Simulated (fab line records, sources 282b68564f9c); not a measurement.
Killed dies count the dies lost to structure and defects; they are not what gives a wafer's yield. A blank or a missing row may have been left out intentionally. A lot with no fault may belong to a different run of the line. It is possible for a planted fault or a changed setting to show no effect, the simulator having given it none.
A struck lot beside a sound one + flow rit cmos + 16 steps out of a route of 202
Sound: wafers L824.2, L824.3, L824.6. Wafers L830.1, L830.2, L830.5 were the ones struck. The cause is named last.
At each step with rows: each side's tool, then ch and its chambers, then its first start. Under that, the readings that differ: sound wafers + struck wafers + difference of the means + sigmas: that difference in standard deviations of wafers without a fault.
alike: same words and numbers on both sides, and readings whose means sit less than 2 such deviations apart. not compared: any withheld reading, any reading some wafer has no value for, any bound like >300 that may hide the same value, and any number with overlapping values for which the record gives no deviation.
Wherever a step has rows on one side only, a row that says differs or no value, or a row with sigmas, the two part there. Numbers that don't overlap but have no deviation are shown without sigmas and don't part them. A reading that every wafer of one side lacks parts them only if that side has two wafers or more.

first, 4 steps without rows for these wafers: RIT_PLDD_SOFTBAKE_02 (time 60 s); RIT_PLDD_EXPOSE_03 (exposes mask M8, target cd 40900 nm); RIT_PLDD_PEB_04; RIT_PLDD_DEVELOP_05 (develop time 50 s).
RIT_PLDD_OVL_MEAS_06:
  sound on overlay-02, day 4 04:27; struck on overlay-01, day 5 15:31
  alike: PLDD_OVL
then, 2 steps without rows for these wafers: RIT_PLDD_HARDBAKE_07 (time 60 s); RIT_PLDD_IMPLANT_08.
RIT_PLDD_STRIP_09: strips in O2, time 180 s.
  sound on plasma asher-02 ch 0,1, day 4 04:47; struck on plasma asher-03 ch 0,1, day 5 15:51
  alike: drypump motor current A
  not compared: rf hours counter h
RIT_PLDD_TW_MEAS_10:
  sound on film metro-01, day 4 04:58; struck on film metro-01, day 5 16:02
  alike: PLDD_TW
then, 3 steps without rows for these wafers: RIT_SPACER_CLEAN_00 (cleans in SC1, time 600 s); RIT_SPACER_CLEAN_01 (cleans in dHF, time 30 s); RIT_SPACER_CLEAN_02 (cleans in SC2, time 600 s).
RIT_SPACER_CVD_03: deposits Si3N4 from SiH2Cl2/NH3, target thk 250 nm, time 3347 s.
  sound on lpcvd-01 ch 1, day 4 06:53; struck on lpcvd-02 ch 0, day 5 16:28
  alike: sih2cl2 flow sccm, spike tc source C
RIT_SPACER_THK_MEAS_04:
  sound on film metro-01, day 4 08:49; struck on film metro-02, day 5 18:37
| reading                 | sound             | struck            | difference | sigmas |
|-------------------------|-------------------|-------------------|------------|--------|
| SPACER_NITRIDE_THK (nm) | 249.7 252.0 250.0 | 244.2 243.9 243.9 | -6.6       | -3     |
  not compared: hold
RIT_SPACER_ETCHBACK_05: etches Si3N4 in SF6/CHF3, stops on SiO2, target depth 250 nm, time 240 s.
  sound on rie diel-02 ch 0,1, day 4 08:52; struck on rie diel-03 ch 1,2,3, day 5 21:23
| reading | sound | struck                                                                     | difference                   | sigmas |
|---------|-------|----------------------------------------------------------------------------|------------------------------|--------|
| hold    | - - - | await dispo/2.7h/release await dispo/2.7h/release await dispo/2.7h/release | no value on the sound wafers |        |
  alike: CHF3_flow_sccm, drypump motor current A, oes product au, throttle valve pct
  not compared: rf hours counter h
RIT_M1_PROBE_99:
  sound on prober-02, day 4 20:14; struck on prober-02, day 6 09:13
  alike: killed at front end, killed dies, killed open, killed short

## WHERE THEY PART
Last at RIT_SPACER_ETCHBACK_05 as far as this record goes, first at RIT_SPACER_THK_MEAS_04. Later steps at which nothing parts them and some readings are alike: RIT_M1_PROBE_99.

WHY: the cause the simulator had injected
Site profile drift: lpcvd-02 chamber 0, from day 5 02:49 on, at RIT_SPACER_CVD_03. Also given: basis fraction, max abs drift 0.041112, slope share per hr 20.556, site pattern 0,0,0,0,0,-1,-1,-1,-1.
